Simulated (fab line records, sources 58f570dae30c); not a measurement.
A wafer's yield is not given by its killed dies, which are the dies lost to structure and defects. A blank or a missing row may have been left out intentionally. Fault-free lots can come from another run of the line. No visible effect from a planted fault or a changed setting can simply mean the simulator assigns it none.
The tool behind it: which one? + flow berkeley_cmos170 + 14 lots with 42 wafers sampled at 6 steps, on a route of 331 steps

## WHAT THE GAUGES SHOWED, per wafer
UCB170_SILICIDE_THK_MEAS_03: measures by xrf.
| lot  | measured     | on            | SILICIDE_TI_THK (nm) |
|------|--------------|---------------|----------------------|
| L643 | day 7 00:25  | film_metro-01 | 28.9 29.4 29.5       |
| L644 | day 7 12:05  | film_metro-04 | 30.1 30.1 29.7       |
| L645 | day 7 12:20  | film_metro-03 | 29.1 29.8 29.3       |
| L647 | day 7 17:46  | film_metro-04 | 29.4 30.0 29.8       |
| L646 | day 7 18:40  | film_metro-03 | 30.1 29.9 30.0       |
| L649 | day 8 03:39  | film_metro-03 | 29.8 29.9 29.8       |
| L651 | day 8 04:34  | film_metro-03 | 29.9 30.0 30.1       |
| L652 | day 8 20:13  | film_metro-03 | 29.3 29.2 29.7       |
| L656 | day 9 16:32  | film_metro-04 | 29.3 30.0 29.7       |
| L655 | day 9 16:44  | film_metro-03 | 29.8 29.7 29.7       |
| L661 | day 10 23:56 | film_metro-03 | 29.8 30.3 30.2       |
| L662 | day 11 12:50 | film_metro-04 | 30.7 30.5 30.4       |
| L664 | day 11 15:05 | film_metro-04 | 30.2 29.8 29.6       |
| L665 | day 11 21:51 | film_metro-01 | 29.7 30.0 29.9       |

UCB170_M1_CD_MEAS_90 targets a cd of 700 nm.
| lot  | measured     | on        | cd_nm (nm)        |
|------|--------------|-----------|-------------------|
| L643 | day 7 10:09  | cd_sem-01 | 698.5 695.0 698.3 |
| L644 | day 7 19:34  | cd_sem-02 | 698.7 707.8 701.3 |
| L645 | day 7 19:18  | cd_sem-01 | 700.4 699.9 701.4 |
| L647 | day 8 02:14  | cd_sem-01 | 700.9 698.6 699.8 |
| L646 | day 8 04:38  | cd_sem-02 | 702.5 701.2 699.1 |
| L649 | day 8 09:59  | cd_sem-01 | 700.8 701.2 702.2 |
| L651 | day 8 11:50  | cd_sem-02 | 700.9 698.4 699.6 |
| L652 | day 9 03:25  | cd_sem-02 | 700.8 700.3 697.4 |
| L656 | day 9 23:01  | cd_sem-01 | 688.9 685.7 686.4 |
| L655 | day 9 23:37  | cd_sem-02 | 680.5 682.2 683.1 |
| L661 | day 11 10:04 | cd_sem-02 | 706.6 702.2 702.0 |
| L662 | day 11 20:43 | cd_sem-01 | 699.6 702.1 700.1 |
| L664 | day 11 23:59 | cd_sem-02 | 700.2 698.7 700.3 |
| L665 | day 12 09:18 | cd_sem-01 | 704.3 702.9 701.7 |

## WHAT TOOL EACH LOT RAN ON (gives the tool, then ch and the chambers of the sampled wafers, and finally the start)
| lot  | UCB170_CONTACT_RTA_08            | UCB170_CONTACT_STRIP_19              | UCB170_M1_METAL_ETCH_12           | UCB170_M1_STRIP_13                   |
|------|----------------------------------|--------------------------------------|-----------------------------------|--------------------------------------|
| L643 | rtp_anneal-01 ch 0, day 7 04:29  | plasma_asher-03 ch 1, day 7 06:21    | rie_metal-02 ch 0, day 7 09:54    | plasma_asher-04 ch 0,1, day 7 10:02  |
| L644 | rtp_anneal-01 ch 0, day 7 16:07  | plasma_asher-04 ch 0,1, day 7 17:28  | rie_metal-01 ch 0,1, day 7 19:16  | plasma_asher-01 ch 0,1, day 7 19:26  |
| L645 | rtp_anneal-02 ch 0, day 7 15:14  | plasma_asher-04 ch 0,1, day 7 17:01  | rie_metal-03 ch 0,1, day 7 19:04  | plasma_asher-04 ch 0,1, day 7 19:11  |
| L647 | rtp_anneal-02 ch 0, day 7 21:39  | plasma_asher-03 ch 0,1, day 7 23:26  | rie_metal-03 ch 0, day 8 01:52    | plasma_asher-04 ch 0,1, day 8 02:08  |
| L646 | rtp_anneal-02 ch 0, day 8 00:10  | plasma_asher-01 ch 1, day 8 02:06    | rie_metal-02 ch 0,1, day 8 04:23  | plasma_asher-02 ch 0,1, day 8 04:31  |
| L649 | rtp_anneal-01 ch 0, day 8 06:36  | plasma_asher-03 ch 0,1, day 8 07:54  | rie_metal-03 ch 0,1, day 8 09:45  | plasma_asher-02 ch 0,1, day 8 09:52  |
| L651 | rtp_anneal-01 ch 0, day 8 08:23  | plasma_asher-04 ch 0,1, day 8 09:43  | rie_metal-01 ch 0,1, day 8 11:35  | plasma_asher-01 ch 0,1, day 8 11:44  |
| L652 | rtp_anneal-02 ch 0, day 8 23:23  | plasma_asher-04 ch 0, day 9 00:47    | rie_metal-03 ch 0,1, day 9 03:10  | plasma_asher-04 ch 0,1, day 9 03:19  |
| L656 | rtp_anneal-02 ch 0, day 9 19:31  | plasma_asher-04 ch 1, day 9 20:53    | rie_metal-03 ch 0,1, day 9 22:47  | plasma_asher-01 ch 0, day 9 22:55    |
| L655 | rtp_anneal-02 ch 0, day 9 19:45  | plasma_asher-04 ch 0,1, day 9 21:19  | rie_metal-03 ch 0,1, day 9 23:23  | plasma_asher-04 ch 0,1, day 9 23:30  |
| L661 | rtp_anneal-02 ch 0, day 11 05:34 | plasma_asher-04 ch 0,1, day 11 07:45 | rie_metal-01 ch 0,1, day 11 09:32 | plasma_asher-04 ch 1, day 11 09:40   |
| L662 | rtp_anneal-02 ch 0, day 11 16:47 | plasma_asher-04 ch 0,1, day 11 18:08 | rie_metal-02 ch 0,1, day 11 20:29 | plasma_asher-04 ch 0,1, day 11 20:37 |
| L664 | rtp_anneal-01 ch 0, day 11 19:17 | plasma_asher-03 ch 0,1, day 11 21:17 | rie_metal-01 ch 0,1, day 11 23:44 | plasma_asher-04 ch 0,1, day 11 23:52 |
| L665 | rtp_anneal-02 ch 0, day 12 03:48 | plasma_asher-03 ch 0,1, day 12 06:31 | rie_metal-01 ch 0,1, day 12 09:04 | plasma_asher-02 ch 0,1, day 12 09:11 |
- UCB170_CONTACT_RTA_08: time 10 s.
- UCB170_CONTACT_STRIP_19: strips in O2.
- UCB170_M1_METAL_ETCH_12: etches Al in Cl2/BCl3, stops on PSG, target depth 780 nm, time 130 s.
- UCB170_M1_STRIP_13: strips in O2.

## WHAT THE TOOLS THEMSELVES READ (means of the sampled wafers that have a number; where no wafer has one, the mark that the record gives instead)
UCB170_CONTACT_RTA_08.
| lot  | tool          | lamp_power_pct (%) | wafer_temp_C_max |
|------|---------------|--------------------|------------------|
| L643 | rtp_anneal-01 | 25.6               | 906.5            |
| L644 | rtp_anneal-01 | 25.6               | 907.2            |
| L645 | rtp_anneal-02 | 20.0               | 902.2            |
| L647 | rtp_anneal-02 | 20.0               | 902.5            |
| L646 | rtp_anneal-02 | 20.0               | 903.0            |
| L649 | rtp_anneal-01 | 25.6               | 905.0            |
| L651 | rtp_anneal-01 | 25.7               | 905.6            |
| L652 | rtp_anneal-02 | 20.0               | 902.7            |
| L656 | rtp_anneal-02 | 20.0               | 903.7            |
| L655 | rtp_anneal-02 | 20.0               | 902.3            |
| L661 | rtp_anneal-02 | 20.0               | 902.3            |
| L662 | rtp_anneal-02 | 20.0               | 902.6            |
| L664 | rtp_anneal-01 | 25.7               | 907.5            |
| L665 | rtp_anneal-02 | 20.0               | 902.1            |

UCB170_CONTACT_STRIP_19.
| lot  | tool            | drypump_motor_current_A (A) | o2_flow_sccm (sccm) | oes_product_au (a.u.) |
|------|-----------------|-----------------------------|---------------------|-----------------------|
| L643 | plasma_asher-03 | 6.2                         | 401.9               | 0.727                 |
| L644 | plasma_asher-04 | 5.5                         | 399.1               | 0.724                 |
| L645 | plasma_asher-04 | 5.5                         | 400.2               | 0.721                 |
| L647 | plasma_asher-03 | 5.8                         | 401.4               | 0.728                 |
| L646 | plasma_asher-01 | 6.1                         | 400.1               | 0.729                 |
| L649 | plasma_asher-03 | 5.8                         | 400.4               | 0.722                 |
| L651 | plasma_asher-04 | 5.4                         | 400.3               | 0.727                 |
| L652 | plasma_asher-04 | 5.5                         | 399.6               | 0.728                 |
| L656 | plasma_asher-04 | 5.3                         | 400.5               | 0.726                 |
| L655 | plasma_asher-04 | 5.4                         | 399.7               | 0.725                 |
| L661 | plasma_asher-04 | 5.5                         | 401.0               | 0.724                 |
| L662 | plasma_asher-04 | 5.5                         | 399.3               | 0.729                 |
| L664 | plasma_asher-03 | 5.8                         | 400.0               | 0.724                 |
| L665 | plasma_asher-03 | 5.8                         | 400.6               | 0.723                 |

UCB170_M1_METAL_ETCH_12.
| lot  | tool         | drypump_motor_current_A (A) | mfc_cl2_sccm (sccm) | oes_product_au (a.u.) | run_length_s (s) | throttle_valve_pct (%) |
|------|--------------|-----------------------------|---------------------|-----------------------|------------------|------------------------|
| L643 | rie_metal-02 | 5.5                         | 89.81               | 0.833                 | 158.0            | 24.02                  |
| L644 | rie_metal-01 | 5.8                         | 89.85               | 0.843                 | 161.5            | 24.41                  |
| L645 | rie_metal-03 | 5.5                         | 89.96               | 0.847                 | 158.2            | 24.41                  |
| L647 | rie_metal-03 | 5.3                         | 89.71               | 0.849                 | 158.6            | 24.29                  |
| L646 | rie_metal-02 | 6.1                         | 89.98               | 0.836                 | 158.1            | 24.48                  |
| L649 | rie_metal-03 | 5.4                         | 90.11               | 0.836                 | 158.2            | 24.35                  |
| L651 | rie_metal-01 | 5.8                         | 90.03               | 0.838                 | 158.7            | 24.40                  |
| L652 | rie_metal-03 | 5.5                         | 90.12               | 0.851                 | 158.4            | 24.35                  |
| L656 | rie_metal-03 | 5.6                         | 90.03               | 0.700                 | 216.2            | 24.48                  |
| L655 | rie_metal-03 | 5.5                         | 89.99               | 0.696                 | 216.3            | 24.48                  |
| L661 | rie_metal-01 | 5.8                         | 89.90               | 0.853                 | 158.7            | 24.42                  |
| L662 | rie_metal-02 | 5.7                         | 90.21               | 0.844                 | 157.8            | 24.26                  |
| L664 | rie_metal-01 | 5.6                         | 89.76               | 0.857                 | 158.8            | 24.55                  |
| L665 | rie_metal-01 | 5.8                         | 90.11               | 0.857                 | 158.4            | 24.40                  |

UCB170_M1_STRIP_13.
| lot  | tool            | drypump_motor_current_A (A) | o2_flow_sccm (sccm) | oes_product_au (a.u.) |
|------|-----------------|-----------------------------|---------------------|-----------------------|
| L643 | plasma_asher-04 | 5.4                         | 400.0               | 0.726                 |
| L644 | plasma_asher-01 | 6.1                         | 400.2               | 0.723                 |
| L645 | plasma_asher-04 | 5.4                         | 400.2               | 0.720                 |
| L647 | plasma_asher-04 | 5.4                         | 402.0               | 0.723                 |
| L646 | plasma_asher-02 | 5.2                         | 401.2               | 0.718                 |
| L649 | plasma_asher-02 | 5.2                         | 400.1               | 0.718                 |
| L651 | plasma_asher-01 | 6.1                         | 398.1               | 0.722                 |
| L652 | plasma_asher-04 | 5.4                         | 400.5               | 0.721                 |
| L656 | plasma_asher-01 | 6.1                         | 399.8               | 0.571                 |
| L655 | plasma_asher-04 | 5.5                         | 400.1               | 0.561                 |
| L661 | plasma_asher-04 | 5.3                         | 400.4               | 0.723                 |
| L662 | plasma_asher-04 | 5.4                         | 399.2               | 0.719                 |
| L664 | plasma_asher-04 | 5.4                         | 398.5               | 0.720                 |
| L665 | plasma_asher-02 | 5.2                         | 400.1               | 0.723                 |

## THE ANSWER, worked out from the rows above alone
Rule: the usual values come from the lots themselves. Put in order of their means at a reading, lots are off if they are a third of the lots or fewer, leave a main group of 4 or more, and stand apart from it by a gap of 3 or more times the standard deviation of the main group's means; of several such gaps the widest counts. A main group is skipped when, at the precision printed for the reading in the tables above, its means are all equal. Also off: a lot with no number at a reading for which 4 or more lots have one. The other lots that the step has rows for count as sound. Order of review: gauges by route order, followed by the tools' own readings, for which a lot's mean as printed above is used. The first step at which some lot is off is used, and at that step the reading that is off furthest; a lot without a number counts as furthest.
Off, at UCB170_M1_CD_MEAS_90 on cd_nm: L656, L655. Main group: mean 700.7 nm, sd 1.7.
A tool fits if, at a process step before that reading, it ran every lot that is off, and no sound lot after the first of them. Not tried: the gauges at UCB170_M1_CD_MEAS_90; whatever is off there is also off at UCB170_M1_METAL_ETCH_12, on other tools, and gauge error can't account for it. One fits: rie_metal-03 at UCB170_M1_METAL_ETCH_12. Its last sound lot is L652 (day 9 03:10), its first lot that is off L656 (day 9 22:47): a fault that began between those two fits.
The tool's own readings at UCB170_M1_METAL_ETCH_12 bear it out: on the lots that are off they differ by more than 5 times the standard deviation of the sound lots' means. oes_product_au reads 0.698 a.u. there against 0.845 a.u. on the sound lots; run_length_s reads 216.2 s there against 158.6 s on the sound lots.

## WHAT HAD BEEN PUT IN BY THE SIMULATOR
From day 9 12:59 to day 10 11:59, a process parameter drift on rie_metal-03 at UCB170_M1_METAL_ETCH_12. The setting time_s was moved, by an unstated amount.
Lots struck among those shown: L656, L655. The rule given above showed the same thing.
